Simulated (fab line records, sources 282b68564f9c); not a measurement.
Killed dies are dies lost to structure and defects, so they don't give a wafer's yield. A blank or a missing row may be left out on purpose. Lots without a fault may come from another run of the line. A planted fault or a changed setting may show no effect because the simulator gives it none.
A struck lot beside a sound one | flow rit_cmos | 16 steps out of a route of 202
Sound: wafers L554.1, L554.3, L554.5. Struck: wafers L544.2, L544.3, L544.4. The cause comes at the end.
At each step with rows: each side's tool, then ch and its chambers, then its first start. Under that, the readings that differ: sound wafers | struck wafers | difference of the means | sigmas: that difference in standard deviations of wafers without a fault.
alike: readings whose means differ by less than 2 such deviations, and words and numbers that are the same on both sides. not compared: withheld readings, readings that some wafer has no value for, bounds like >300 that may hide the same value, and numbers for which the record gives no deviation and whose values overlap.
The two part at a step that has a row with sigmas, a row that says differs or no value, or rows on one side only. Numbers that don't overlap but have no deviation are shown without sigmas and don't part them. A reading that every wafer of one side lacks parts them only if that side has two wafers or more.

RIT_GATE_THK_MEAS_07:
  sound on film_metro-03, day 7 03:49; struck on film_metro-04, day 5 02:27
  alike: GATE_OXIDE_THK
then, 1 step without rows for these wafers: RIT_GATE_CVD_08 (deposits poly-Si from SiH4, target thk 250 nm, time 2220 s).
RIT_GATE_THK_MEAS_09:
  sound on film_metro-04, day 7 05:30; struck on film_metro-01, day 5 04:22
  reading            | sound             | struck            | difference | sigmas
  GATE_POLY_THK (nm) | 254.1 251.8 253.0 | 248.3 246.0 246.3 | -6.1       | -3
then, 6 steps without rows for these wafers: RIT_GATE_HMDS_10 (prime time 60 s); RIT_GATE_COAT_11 (resist thk 850 nm); RIT_GATE_SOFTBAKE_12 (time 60 s); RIT_GATE_EXPOSE_13 (exposes mask M6, target cd 150 nm); RIT_GATE_PEB_14; RIT_GATE_DEVELOP_15 (develop time 50 s).
RIT_GATE_CD_MEAS_16: target cd 150 nm.
  sound on cd_sem-01, day 7 06:38; struck on cd_sem-01, day 5 05:17
  alike: cd_nm
RIT_GATE_OVL_MEAS_17:
  sound on overlay-01, day 7 06:46; struck on overlay-02, day 5 05:23
  alike: GATE_OVL
then, 1 step without rows for these wafers: RIT_GATE_HARDBAKE_18 (time 60 s).
RIT_GATE_ETCH_19: etches poly-Si in SF6/CHF3/O2, stops on SiO2, time 172.7 s, target depth 312.5 nm.
  sound on rie_si-02 ch 2,3, day 7 06:57; struck on rie_si-02 ch 0,2,3, day 5 05:35
  no value came back on the struck wafers for any of 7 readings (CHF3_flow_sccm (sccm), O2_flow_sccm (sccm) and others); on the sound wafers CHF3_flow_sccm (sccm) reads 29.98 30.04 30.16
  reading                                     | sound             | struck            | difference | sigmas
  model.NOVOLAK_of_GATE_COAT_11.thk_nm (nm)   | 667.2 666.2 669.2 | 752.5 751.8 754.1 | +85.3      |
  model.SiO2_of_FOX2_OXIDATION_00.thk_nm (nm) | 246.5 245.5 245.1 | 261.9 266 257     | +15.9      |
  not compared: rf_hours_counter_h
RIT_GATE_STRIP_20: strips in O2, time 180 s.
  sound on plasma_asher-04 ch 0,1, day 7 07:04; struck on plasma_asher-01 ch 0,1, day 5 05:41
  reading                     | sound       | struck      | difference | sigmas
  drypump_motor_current_A (A) | 6.9 6.9 5.8 | 5.1 5.1 5.8 | -1.2       | -2
  not compared: rf_hours_counter_h
RIT_GATE_CD_MEAS_90: target cd 150 nm.
  sound on cd_sem-02, day 7 07:14; struck on cd_sem-01, day 5 05:53
  reading    | sound             | struck | difference                    | sigmas
  cd_nm (nm) | 146.6 147.8 147.6 | - - -  | no value on the struck wafers |
RIT_M1_PROBE_99:
  sound on prober-02, day 8 03:49; struck on prober-02, day 6 01:53
  reading             | sound | struck      | difference | sigmas
  killed_at_front_end | 6 7 1 | 264 264 264 | +259       | +96
  killed_dies         | 6 7 1 | 264 264 264 | +259       | +96
  killed_on_rim       | 1 4 0 | 70 70 70    | +68        | +57
  alike: killed_open, killed_short

WHERE THEY PART
First at RIT_GATE_THK_MEAS_09; last, within this record, at RIT_M1_PROBE_99.

WHY: what the simulator had put in
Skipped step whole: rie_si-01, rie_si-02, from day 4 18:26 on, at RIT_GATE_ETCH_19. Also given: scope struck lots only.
